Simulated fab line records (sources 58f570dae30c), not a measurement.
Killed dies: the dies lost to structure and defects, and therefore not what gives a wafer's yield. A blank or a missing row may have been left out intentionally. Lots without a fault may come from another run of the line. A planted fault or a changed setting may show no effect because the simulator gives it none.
fab line records	flow berkeleyCmos170
[record] lots = 5	wafers = 23
route steps=331 shown NSD@195 SDANNEAL@204 SILICIDE@211 M1@238 M2@272 M3@310
startH: hours from the record's opening day to when the first of the lot's shown wafers began	waitH: time in hours since the lot's previous step	" unchanged from the row above	L1.1+2: several wafers, shown together as one row	- no value, or no start was given	* or withheld: withheld	< > ~ a bound
route shown NAME@n: a module of which the file shows steps, and the number in the route of the first	usual: average and standard deviation across the fault-free wafers	same: alike in all rows	chamber/n: place in a boat	sites: the reading at each site	_std_site: their standard deviation	_edge_site: inner sites' mean taken away from outer sites' mean	radiusMm: for every site, how far away it sits from the centre of the wafer	mask NAME#n: copy n	behind: the last tool/chamber to shape the wafer	hold: what put the lot on hold/how long, in hours/how the hold closed	device: names the non-switching transistor (n, p or np)	end of line: tests of these same wafers at the route's end	a step without rows: its recipe alone	killed: at the first sort, the dies lost to defects and structure; wafer yield is something else	map: per-die view of a wafer (x killed, . not killed, _ where there is no die)
set.NAME: the setting the step ran with; set.NAME@STEP: the setting that earlier step ran with	model.NAME: the simulator's own value behind a step, which no gauge read
one table per step and one row per wafer, for lots whose settings were changed on purpose
[[steps]]
[step UCB170_NSD_IMPLANT_08]
[recipe] species = P	doseCm2 = 3e+15	energyKev = 40	tiltDeg = 7
lot.wafer	tool	chamber	startH	waitH	set.doseCm2
L076.1+2+6	implanter-04	0	173.98	0.0	3.065e+15
L076.3+5	"	0	"	"	3e+15
L078.1+4	implanter-03	0	182.29	0.0	3e+15
L078.3+5+6	"	0	"	"	3.118e+15
L080.2+4+5	implanter-01	0	183.85	0.0	3e+15
L080.3+6	"	0	"	"	3.207e+15
L081.4+5+6	implanter-03	0	194.31	0.1	3e+15
L085.2+3+5	implanter-03	0	220.91	0.0	2.841e+15
L085.4+6	"	0	"	"	3e+15
[step UCB170_NSD_STRIP_09]
[recipe] chemistry = O2	powerW = 400	pressureMtorr = 3500	platenTempC = withheld	o2FlowSccm = 400	overashFraction = 0.5
[usual] stripTimeToEndpointS = 36.09/0.074
lot.wafer	tool	chamber	startH	waitH	set.doseCm2@NSD_IMPLANT_08	stripTimeToEndpointS
L076.1	plasmaAsher-02	0	174.13	0.1	3.065e+15	36.29
L076.2	"	1	"	"	3.065e+15	36.30
L076.3	"	0	"	"	3e+15	36.07
L076.5	"	1	"	"	3e+15	36.12
L076.6	"	0	"	"	3.065e+15	36.31
L078.1	plasmaAsher-02	1	182.44	0.1	3e+15	36.16
L078.3	"	0	"	"	3.118e+15	36.53
L078.4	"	1	"	"	3e+15	36.07
L078.5	"	1	"	"	3.118e+15	36.50
L078.6	"	0	"	"	3.118e+15	36.46
L080.2	plasmaAsher-04	1	183.98	0.1	3e+15	36.10
L080.3	"	0	"	"	3.207e+15	36.73
L080.4	"	1	"	"	3e+15	36.07
L080.5	"	1	"	"	3e+15	36.11
L080.6	"	0	"	"	3.207e+15	36.76
L081.4	plasmaAsher-04	0	194.42	0.1	3e+15	36.20
L081.5	"	0	"	"	3e+15	36.16
L081.6	"	1	"	"	3e+15	36.27
L085.2	plasmaAsher-04	0	221.04	0.1	2.841e+15	35.63
L085.3	"	1	"	"	2.841e+15	35.57
L085.4	"	0	"	"	3e+15	36.09
L085.5	"	0	"	"	2.841e+15	35.58
L085.6	"	1	"	"	3e+15	36.08
[step UCB170_SDANNEAL_RTA_00]
[recipe] tempC = 900	timeS = 10	ambient = N2
lot.wafer	tool	chamber	startH	waitH	set.timeS
L076.1+3	rtpAnneal-02	0	175.36	0.0	8.63
L076.2+5+6	"	0	"	"	10
L078.1+3+4+5+6	rtpAnneal-01	0	184.60	0.0	10
L080.2+4+6	rtpAnneal-01	0	186.03	0.0	9.541
L080.3+5	"	0	"	"	10
L081.4+5+6	rtpAnneal-01	0	195.83	0.0	10
L085.2+3+4+5+6	rtpAnneal-02	0	222.22	0.0	10
[step UCB170_SDANNEAL_RTA_01]
[recipe] tempC = 1050	timeS = 5.203	ambient = N2
[step UCB170_SDANNEAL_RS_MEAS_03]
[recipe] thkMeasGauge = four-point-probe
[usual] NSD_RS = 37.16/0.098
lot.wafer	tool	chamber	startH	waitH	set.doseCm2@NSD_IMPLANT_08	NSD_RS[ohm/sq]
L076.1	filmMetro-01	-	175.60	0.1	3.065e+15	36.83
L076.2	"	-	"	"	3.065e+15	36.86
L076.3	"	-	"	"	3e+15	37.05
L076.5	"	-	"	"	3e+15	37.16
L076.6	"	-	"	"	3.065e+15	36.77
L078.1	filmMetro-04	-	184.85	0.1	3e+15	37.18
L078.3	"	-	"	"	3.118e+15	36.56
L078.4	"	-	"	"	3e+15	37.22
L078.5	"	-	"	"	3.118e+15	36.54
L078.6	"	-	"	"	3.118e+15	36.66
L080.2	filmMetro-04	-	186.28	0.1	3e+15	37.16
L080.3	"	-	"	"	3.207e+15	36.08
L080.4	"	-	"	"	3e+15	37.24
L080.5	"	-	"	"	3e+15	37.14
L080.6	"	-	"	"	3.207e+15	36.06
L081.4	filmMetro-01	-	196.10	0.1	3e+15	36.85
L081.5	"	-	"	"	3e+15	36.96
L081.6	"	-	"	"	3e+15	36.87
L085.2	filmMetro-04	-	222.48	0.1	2.841e+15	38.27
L085.3	"	-	"	"	2.841e+15	38.20
L085.4	"	-	"	"	3e+15	37.32
L085.5	"	-	"	"	2.841e+15	38.29
L085.6	"	-	"	"	3e+15	37.35
[step UCB170_SILICIDE_SPUTTER_01]
[recipe] material = Ti	targetThkNm = 30	timeS = 25	powerW = 1500	chamberPressurePa = 0.5
lot.wafer	tool	chamber	startH	waitH	set.powerW	model.Ti_of_SILICIDE_SPUTTER_01.thkNm
L076.1	pvdSputter-04	-	176.04	0.0	1351	27.2
L076.2	"	-	"	"	1500	30.4
L076.3	"	-	"	"	1500	30.24
L076.5	"	-	"	"	1351	27.23
L076.6	"	-	"	"	1351	27.55
L078.1	pvdSputter-04	-	185.28	0.0	1336	25.96
L078.3	"	-	"	"	1500	29.73
L078.4	"	-	"	"	1500	29.68
L078.5	"	-	"	"	1336	25.91
L078.6	"	-	"	"	1500	29.72
L080.2	pvdSputter-03	-	186.69	0.0	1500	30.24
L080.3	"	-	"	"	1500	30.19
L080.4	"	-	"	"	1500	30.63
L080.5	"	-	"	"	1500	30.26
L080.6	"	-	"	"	1500	30.79
L081.4	pvdSputter-04	-	196.47	0.0	1500	29.23
L081.5	"	-	"	"	1500	29.06
L081.6	"	-	"	"	1500	29.73
L085.2	pvdSputter-01	-	222.88	0.0	1341	26.55
L085.3	"	-	"	"	1500	29.35
L085.4	"	-	"	"	1341	26.85
L085.5	"	-	"	"	1341	26.52
L085.6	"	-	"	"	1500	29.88
[step UCB170_SILICIDE_RS_MEAS_02]
[recipe] thkMeasGauge = four-point-probe	reads = Ti_of_SILICIDE_SPUTTER_01
[usual] SILICIDE_TI_RS = 26.2/0.43
lot.wafer	tool	chamber	startH	waitH	set.powerW@SILICIDE_SPUTTER_01	SILICIDE_TI_RS[ohm/sq]
L076.1	filmMetro-02	-	176.07	0.0	1351	29.3
L076.2	"	-	"	"	1500	25.7
L076.3	"	-	"	"	1500	25.8
L076.5	"	-	"	"	1351	29.3
L076.6	"	-	"	"	1351	28.8
L078.1	filmMetro-01	-	185.32	0.0	1336	31.0
L078.3	"	-	"	"	1500	26.4
L078.4	"	-	"	"	1500	26.5
L078.5	"	-	"	"	1336	31.1
L078.6	"	-	"	"	1500	26.4
L080.2	filmMetro-01	-	186.74	0.0	1500	25.9
L080.3	"	-	"	"	1500	26.0
L080.4	"	-	"	"	1500	25.6
L080.5	"	-	"	"	1500	25.8
L080.6	"	-	"	"	1500	25.3
L081.4	filmMetro-02	-	196.56	0.1	1500	26.9
L081.5	"	-	"	"	1500	27.1
L081.6	"	-	"	"	1500	26.4
L085.2	filmMetro-02	-	222.94	0.0	1341	30.2
L085.3	"	-	"	"	1500	26.8
L085.4	"	-	"	"	1341	29.7
L085.5	"	-	"	"	1341	30.2
L085.6	"	-	"	"	1500	26.2
[step UCB170_SILICIDE_THK_MEAS_03]
[recipe] thkMeasGauge = xrf	reads = Ti_of_SILICIDE_SPUTTER_01
[usual] SILICIDE_TI_THK = 29.5/0.44
lot.wafer	tool	chamber	startH	waitH	set.powerW@SILICIDE_SPUTTER_01	SILICIDE_TI_THK[nm]
L076.1	filmMetro-02	-	176.19	0.1	1351	26.6
L076.2	"	-	"	"	1500	29.7
L076.3	"	-	"	"	1500	29.8
L076.5	"	-	"	"	1351	26.6
L076.6	"	-	"	"	1351	27.0
L078.1	filmMetro-01	-	185.44	0.1	1336	25.8
L078.3	"	-	"	"	1500	29.6
L078.4	"	-	"	"	1500	29.6
L078.5	"	-	"	"	1336	25.8
L078.6	"	-	"	"	1500	29.5
L080.2	filmMetro-01	-	186.85	0.1	1500	29.9
L080.3	"	-	"	"	1500	29.9
L080.4	"	-	"	"	1500	30.4
L080.5	"	-	"	"	1500	30.1
L080.6	"	-	"	"	1500	30.4
L081.4	filmMetro-02	-	196.65	0.1	1500	28.4
L081.5	"	-	"	"	1500	28.3
L081.6	"	-	"	"	1500	29.0
L085.2	filmMetro-02	-	223.05	0.1	1341	26.0
L085.3	"	-	"	"	1500	28.8
L085.4	"	-	"	"	1341	26.2
L085.5	"	-	"	"	1341	25.9
L085.6	"	-	"	"	1500	29.3
[step UCB170_M1_SPUTTER_00]
[recipe] material = Al	targetThkNm = 600	timeS = 80	powerW = 6000	chamberPressurePa = 0.5
lot.wafer	tool	chamber	startH	waitH	set.timeS	model.Al_of_M1_SPUTTER_00.thkNm
L076.1	pvdSputter-04	-	183.73	0.0	86.4	634.3
L076.2	"	-	"	"	86.4	636.8
L076.3	"	-	"	"	86.4	645.6
L076.5	"	-	"	"	80	596.6
L076.6	"	-	"	"	80	588.9
L078.1	pvdSputter-02	-	190.59	0.0	80	593.5
L078.3	"	-	"	"	80	599.2
L078.4	"	-	"	"	80	593.6
L078.5	"	-	"	"	80	595.4
L078.6	"	-	"	"	80	597.5
L080.2	pvdSputter-03	-	191.96	0.0	80	596.7
L080.3	"	-	"	"	76.8	586.5
L080.4	"	-	"	"	76.8	571.9
L080.5	"	-	"	"	80	606.9
L080.6	"	-	"	"	76.8	577
L081.4	pvdSputter-03	-	201.14	0.0	80	611.9
L081.5	"	-	"	"	80	601.1
L081.6	"	-	"	"	80	610.6
L085.2	pvdSputter-04	-	228.08	0.0	89.95	672.4
L085.3	"	-	"	"	89.95	669.3
L085.4	"	-	"	"	80	596.4
L085.5	"	-	"	"	80	594.1
L085.6	"	-	"	"	89.95	667.3
[step UCB170_M1_RS_MEAS_01]
[recipe] thkMeasGauge = four-point-probe	reads = Al_of_M1_SPUTTER_00
[usual] M1_AL_RS = 0.0485/0.00065
lot.wafer	tool	chamber	startH	waitH	set.timeS@M1_SPUTTER_00	M1_AL_RS[ohm/sq]
L076.1	filmMetro-04	-	183.80	0.0	86.4	0.0458
L076.2	"	-	"	"	86.4	0.0457
L076.3	"	-	"	"	86.4	0.0451
L076.5	"	-	"	"	80	0.0489
L076.6	"	-	"	"	80	0.0495
L078.1	filmMetro-03	-	190.66	0.0	80	0.0491
L078.3	"	-	"	"	80	0.0486
L078.4	"	-	"	"	80	0.0491
L078.5	"	-	"	"	80	0.0489
L078.6	"	-	"	"	80	0.0488
L080.2	filmMetro-04	-	192.04	0.1	80	0.0488
L080.3	"	-	"	"	76.8	0.0496
L080.4	"	-	"	"	76.8	0.0509
L080.5	"	-	"	"	80	0.0479
L080.6	"	-	"	"	76.8	0.0505
L081.4	filmMetro-03	-	201.26	0.1	80	0.0475
L081.5	"	-	"	"	80	0.0485
L081.6	"	-	"	"	80	0.0478
L085.2	filmMetro-01	-	228.16	0.1	89.95	0.0432
L085.3	"	-	"	"	89.95	0.0434
L085.4	"	-	"	"	80	0.0488
L085.5	"	-	"	"	80	0.0490
L085.6	"	-	"	"	89.95	0.0436
[step UCB170_M1_THK_MEAS_02]
[recipe] thkMeasGauge = xrf	reads = Al_of_M1_SPUTTER_00
[usual] M1_AL_THK = 593/9.8
lot.wafer	tool	chamber	startH	waitH	set.timeS@M1_SPUTTER_00	M1_AL_THK[nm]
L076.1	filmMetro-04	-	183.92	0.1	86.4	632
L076.2	"	-	"	"	86.4	631
L076.3	"	-	"	"	86.4	637
L076.5	"	-	"	"	80	590
L076.6	"	-	"	"	80	581
L078.1	filmMetro-03	-	190.78	0.1	80	580
L078.3	"	-	"	"	80	587
L078.4	"	-	"	"	80	579
L078.5	"	-	"	"	80	585
L078.6	"	-	"	"	80	588
L080.2	filmMetro-04	-	192.15	0.1	80	592
L080.3	"	-	"	"	76.8	580
L080.4	"	-	"	"	76.8	564
L080.5	"	-	"	"	80	595
L080.6	"	-	"	"	76.8	570
L081.4	filmMetro-03	-	201.35	0.1	80	601
L081.5	"	-	"	"	80	592
L081.6	"	-	"	"	80	599
L085.2	filmMetro-01	-	228.27	0.1	89.95	668
L085.3	"	-	"	"	89.95	662
L085.4	"	-	"	"	80	592
L085.5	"	-	"	"	80	590
L085.6	"	-	"	"	89.95	659
[step UCB170_M1_METAL_ETCH_12]
[recipe] chemistry = Cl2/BCl3	target = Al	stopOn = PSG	pressureMtorr = 12	targetDepthA = 7800	overEtchFrac = 0.3	timeS = 130	icpW = 600	biasW = 120	Cl2_flow_sccm = 90	bcl3FlowSccm = 45
lot.wafer	tool	chamber	startH	waitH	set.timeS	model.KrF_of_M1_COAT_04.thkNm
L076.1+2	rieMetal-01	1,0	186.19	-	111.9	-
L076.3	"	1	"	"	130	-
L076.5	"	0	"	"	130	436.8
L076.6	"	1	"	"	111.9	481.7
L078.1	rieMetal-02	0	193.03	-	130	450
L078.3	"	0	"	"	130	447.6
L078.4	"	1	"	"	130	428.3
L078.5	"	1	"	"	130	432.7
L078.6	"	0	"	"	130	447.4
L080.2	rieMetal-01	0	193.99	-	130	435.3
L080.3	"	0	"	"	130	434.6
L080.4	"	0	"	"	130	436
L080.5	"	0	"	"	130	437
L080.6	"	0	"	"	130	437.9
L081.4	rieMetal-01	0	202.89	-	130	434.5
L081.5	"	0	"	"	130	436.1
L081.6	"	0	"	"	130	439.6
L085.2	rieMetal-04	0	229.79	-	117.1	-
L085.3+6	"	0,1	"	"	130	-
L085.4	"	1	"	"	117.1	487
L085.5	"	0	"	"	130	413.6
[step UCB170_M2_SPUTTER_01]
[recipe] material = Al	targetThkNm = 900	timeS = 120	powerW = 6000	chamberPressurePa = 0.5
lot.wafer	tool	chamber	startH	waitH	set.timeS	model.Al_of_M2_SPUTTER_01.thkNm
L076.1	pvdSputter-04	-	190.59	0.0	120	899.5
L076.2	"	-	"	"	120	895.9
L076.3	"	-	"	"	107.1	806.6
L076.5	"	-	"	"	107.1	797.6
L076.6	"	-	"	"	107.1	801
L078.1	pvdSputter-01	-	198.01	0.0	120	895.8
L078.3	"	-	"	"	120	888.6
L078.4	"	-	"	"	120	902.4
L078.5	"	-	"	"	120	894.4
L078.6	"	-	"	"	120	901.9
L080.2+6	pvdSputter-02	-	199.10	0.0	114.1	865.7
L080.3	"	-	"	"	114.1	881.7
L080.4	"	-	"	"	120	911.9
L080.5	"	-	"	"	120	928.7
L081.4	pvdSputter-01	-	207.49	0.0	120	888.4
L081.5	"	-	"	"	120	882.1
L081.6	"	-	"	"	120	892
L085.2	pvdSputter-01	-	235.60	0.0	134.1	1019
L085.3	"	-	"	"	120	918.5
L085.4+6	"	-	"	"	134.1	1018
L085.5	"	-	"	"	120	907.4
[step UCB170_M2_RS_MEAS_02]
[recipe] thkMeasGauge = four-point-probe	reads = Al_of_M2_SPUTTER_01
[usual] M2_AL_RS = 0.0321/0.00043
lot.wafer	tool	chamber	startH	waitH	set.timeS@M2_SPUTTER_01	M2_AL_RS[ohm/sq]
L076.1	filmMetro-02	-	190.67	0.0	120	0.0321
L076.2	"	-	"	"	120	0.0323
L076.3	"	-	"	"	107.1	0.0359
L076.5	"	-	"	"	107.1	0.0363
L076.6	"	-	"	"	107.1	0.0362
L078.1	filmMetro-01	-	198.09	0.0	120	0.0323
L078.3	"	-	"	"	120	0.0326
L078.4	"	-	"	"	120	0.0321
L078.5	"	-	"	"	120	0.0323
L078.6	"	-	"	"	120	0.0320
L080.2	filmMetro-01	-	199.21	0.1	114.1	0.0334
L080.3	"	-	"	"	114.1	0.0329
L080.4	"	-	"	"	120	0.0317
L080.5	"	-	"	"	120	0.0311
L080.6	"	-	"	"	114.1	0.0335
L081.4	filmMetro-02	-	207.64	0.1	120	0.0326
L081.5	"	-	"	"	120	0.0328
L081.6	"	-	"	"	120	0.0324
L085.2	filmMetro-04	-	235.70	0.1	134.1	0.0284
L085.3	"	-	"	"	120	0.0315
L085.4	"	-	"	"	134.1	0.0284
L085.5	"	-	"	"	120	0.0319
L085.6	"	-	"	"	134.1	0.0284
[step UCB170_M2_THK_MEAS_03]
[recipe] thkMeasGauge = xrf	reads = Al_of_M2_SPUTTER_01
[usual] M2_AL_THK = 889/15
lot.wafer	tool	chamber	startH	waitH	set.timeS@M2_SPUTTER_01	M2_AL_THK[nm]
L076.1	filmMetro-02	-	190.79	0.1	120	881
L076.2	"	-	"	"	120	876
L076.3	"	-	"	"	107.1	787
L076.5	"	-	"	"	107.1	777
L076.6	"	-	"	"	107.1	779
L078.1	filmMetro-01	-	198.21	0.1	120	893
L078.3	"	-	"	"	120	886
L078.4	"	-	"	"	120	900
L078.5	"	-	"	"	120	889
L078.6	"	-	"	"	120	894
L080.2	filmMetro-01	-	199.32	0.1	114.1	859
L080.3	"	-	"	"	114.1	873
L080.4	"	-	"	"	120	906
L080.5	"	-	"	"	120	924
L080.6	"	-	"	"	114.1	858
L081.4	filmMetro-02	-	207.73	0.1	120	861
L081.5	"	-	"	"	120	857
L081.6	"	-	"	"	120	868
L085.2	filmMetro-04	-	235.81	0.1	134.1	1006
L085.3	"	-	"	"	120	914
L085.4	"	-	"	"	134.1	1007
L085.5	"	-	"	"	120	898
L085.6	"	-	"	"	134.1	1004
[step UCB170_M3_SPUTTER_01]
[recipe] material = Al	targetThkNm = 900	timeS = 120	powerW = 6000	chamberPressurePa = 0.5
lot.wafer	tool	chamber	startH	waitH	set.timeS	model.Al_of_M3_SPUTTER_01.thkNm
L076.1	pvdSputter-02	-	197.08	0.0	126.6	954.6
L076.2	"	-	"	"	120	912.8
L076.3	"	-	"	"	120	927.2
L076.5	"	-	"	"	120	913.7
L076.6	"	-	"	"	126.6	960.3
L078.1	pvdSputter-03	-	203.73	0.0	103.7	775.6
L078.3	"	-	"	"	103.7	771.8
L078.4	"	-	"	"	103.7	765.5
L078.5	"	-	"	"	120	891.2
L078.6	"	-	"	"	120	899.8
L080.2	pvdSputter-01	-	204.49	0.0	111.4	850.2
L080.3	"	-	"	"	120	912.4
L080.4	"	-	"	"	111.4	832
L080.5	"	-	"	"	111.4	840.6
L080.6	"	-	"	"	120	917.6
L081.4	pvdSputter-03	-	217.13	0.0	120	877.7
L081.5	"	-	"	"	120	879
L081.6	"	-	"	"	120	880.8
L085.2	pvdSputter-01	-	240.83	0.0	132	982.5
L085.3	"	-	"	"	132	992.1
L085.4	"	-	"	"	120	903
L085.5	"	-	"	"	132	990.1
L085.6	"	-	"	"	120	906.6
[step UCB170_M3_RS_MEAS_02]
[recipe] thkMeasGauge = four-point-probe	reads = Al_of_M3_SPUTTER_01
[usual] M3_AL_RS = 0.0322/0.00044
lot.wafer	tool	chamber	startH	waitH	set.timeS@M3_SPUTTER_01	M3_AL_RS[ohm/sq]
L076.1	filmMetro-01	-	197.17	0.0	126.6	0.0303
L076.2	"	-	"	"	120	0.0317
L076.3	"	-	"	"	120	0.0312
L076.5	"	-	"	"	120	0.0317
L076.6	"	-	"	"	126.6	0.0301
L078.1	filmMetro-04	-	203.81	0.0	103.7	0.0374
L078.3	"	-	"	"	103.7	0.0376
L078.4	"	-	"	"	103.7	0.0379
L078.5	"	-	"	"	120	0.0326
L078.6	"	-	"	"	120	0.0322
L080.2	filmMetro-03	-	204.59	0.1	111.4	0.0341
L080.3	"	-	"	"	120	0.0317
L080.4	"	-	"	"	111.4	0.0348
L080.5	"	-	"	"	111.4	0.0345
L080.6	"	-	"	"	120	0.0315
L081.4	filmMetro-04	-	217.23	0.1	120	0.0330
L081.5	"	-	"	"	120	0.0330
L081.6	"	-	"	"	120	0.0328
L085.2	filmMetro-01	-	240.94	0.1	132	0.0294
L085.3	"	-	"	"	132	0.0291
L085.4	"	-	"	"	120	0.0320
L085.5	"	-	"	"	132	0.0291
L085.6	"	-	"	"	120	0.0319
[step UCB170_M3_THK_MEAS_03]
[recipe] thkMeasGauge = xrf	reads = Al_of_M3_SPUTTER_01
[usual] M3_AL_THK = 890/13
lot.wafer	tool	chamber	startH	waitH	set.timeS@M3_SPUTTER_01	M3_AL_THK[nm]
L076.1	filmMetro-01	-	197.29	0.1	126.6	953
L076.2	"	-	"	"	120	912
L076.3	"	-	"	"	120	921
L076.5	"	-	"	"	120	912
L076.6	"	-	"	"	126.6	954
L078.1	filmMetro-04	-	203.93	0.1	103.7	765
L078.3	"	-	"	"	103.7	761
L078.4	"	-	"	"	103.7	756
L078.5	"	-	"	"	120	878
L078.6	"	-	"	"	120	887
L080.2	filmMetro-03	-	204.70	0.1	111.4	837
L080.3	"	-	"	"	120	896
L080.4	"	-	"	"	111.4	819
L080.5	"	-	"	"	111.4	823
L080.6	"	-	"	"	120	898
L081.4	filmMetro-04	-	217.32	0.1	120	871
L081.5	"	-	"	"	120	872
L081.6	"	-	"	"	120	872
L085.2	filmMetro-01	-	241.05	0.1	132	978
L085.3	"	-	"	"	132	987
L085.4	"	-	"	"	120	901
L085.5	"	-	"	"	132	982
L085.6	"	-	"	"	120	901
[[key]]
[split] step = UCB170_NSD_IMPLANT_08	setting = doseCm2	stated = 3e+15	by = wafer
[response] step = UCB170_NSD_STRIP_09	reading = stripTimeToEndpointS	change = *	per = 1%	r = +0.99
[response] step = UCB170_SDANNEAL_RS_MEAS_03	reading = NSD_RS	change = -0.162	per = 1%	r = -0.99
[split] step = UCB170_SDANNEAL_RTA_00	setting = timeS	stated = 10	by = wafer
response none clear
[split] step = UCB170_SILICIDE_SPUTTER_01	setting = powerW	stated = 1500	by = wafer
[response] step = UCB170_SILICIDE_SPUTTER_01	reading = model.Ti_of_SILICIDE_SPUTTER_01.thkNm	change = +0.31	per = 1%	r = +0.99
[response] step = UCB170_SILICIDE_RS_MEAS_02	reading = SILICIDE_TI_RS	change = -0.366	per = 1%	r = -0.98
[response] step = UCB170_SILICIDE_THK_MEAS_03	reading = SILICIDE_TI_THK	change = +0.312	per = 1%	r = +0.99
[split] step = UCB170_M1_SPUTTER_00	setting = timeS	stated = 80	by = wafer
[response] step = UCB170_M1_SPUTTER_00	reading = model.Al_of_M1_SPUTTER_00.thkNm	change = +5.91	per = 1%	r = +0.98
[response] step = UCB170_M1_RS_MEAS_01	reading = M1_AL_RS	change = -0.000448	per = 1%	r = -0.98
[response] step = UCB170_M1_THK_MEAS_02	reading = M1_AL_THK	change = +5.82	per = 1%	r = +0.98
[split] step = UCB170_M1_METAL_ETCH_12	setting = timeS	stated = 130	by = wafer
[response] step = UCB170_M1_METAL_ETCH_12	reading = model.KrF_of_M1_COAT_04.thkNm	change = -4.63	per = 1%	r = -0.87
[split] step = UCB170_M2_SPUTTER_01	setting = timeS	stated = 120	by = wafer
[response] step = UCB170_M2_SPUTTER_01	reading = model.Al_of_M2_SPUTTER_01.thkNm	change = +9.04	per = 1%	r = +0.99
[response] step = UCB170_M2_RS_MEAS_02	reading = M2_AL_RS	change = -0.000324	per = 1%	r = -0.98
[response] step = UCB170_M2_THK_MEAS_03	reading = M2_AL_THK	change = +8.9	per = 1%	r = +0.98
[split] step = UCB170_M3_SPUTTER_01	setting = timeS	stated = 120	by = wafer
[response] step = UCB170_M3_SPUTTER_01	reading = model.Al_of_M3_SPUTTER_01.thkNm	change = +8.94	per = 1%	r = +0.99
[response] step = UCB170_M3_RS_MEAS_02	reading = M3_AL_RS	change = -0.000346	per = 1%	r = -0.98
[response] step = UCB170_M3_THK_MEAS_03	reading = M3_AL_THK	change = +8.71	per = 1%	r = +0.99
